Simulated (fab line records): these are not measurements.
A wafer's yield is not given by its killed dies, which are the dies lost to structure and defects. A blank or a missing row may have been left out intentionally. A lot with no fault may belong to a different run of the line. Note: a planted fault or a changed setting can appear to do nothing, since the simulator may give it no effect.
What tool caused it? | flow berkeley_cmos170 | route of 331 steps, sampled at 1 step: 7 lots, 21 wafers

## WHAT EACH GAUGE READ, for each wafer
UCB170_NSD_TW_MEAS_10.
lot  | measured     | on            | NSD_TW
L449 | day 8 12:50  | film_metro-02 | 4271 4248 4248
L451 | day 9 05:30  | film_metro-04 | 4158 4124 4144
L455 | day 9 23:24  | film_metro-02 | 4215 4233 4219
L460 | day 11 02:11 | film_metro-02 | 4274 4252 4253
L464 | day 11 22:31 | film_metro-04 | 4193 4197 4172
L466 | day 12 04:56 | film_metro-04 | 4170 4201 4212
L468 | day 12 13:31 | film_metro-01 | 4153 4139 4107

## WHAT TOOL EACH LOT RAN ON (gives the tool, then ch and the chambers of the sampled wafers, and finally the start)
The record holds no process step before these readings.

## THE ANSWER, worked out from the rows above alone
Rule: the usual values come from the lots themselves. Put in order of their means at a reading, lots are off if they are a third of the lots or fewer, leave a main group of 4 or more, and stand apart from it by a gap of 3 or more times the standard deviation of the main group's means; of several such gaps the widest counts. The tables above print the reading to a certain number of digits; a main group whose means all agree to those digits is not used. Also off: a lot with no number at a reading for which 4 or more lots have one. Where the step has rows for the other lots, those lots are counted as sound.
Nothing can be told from this: no lot is off at any reading shown.

## WHAT HAD BEEN PUT IN BY THE SIMULATOR
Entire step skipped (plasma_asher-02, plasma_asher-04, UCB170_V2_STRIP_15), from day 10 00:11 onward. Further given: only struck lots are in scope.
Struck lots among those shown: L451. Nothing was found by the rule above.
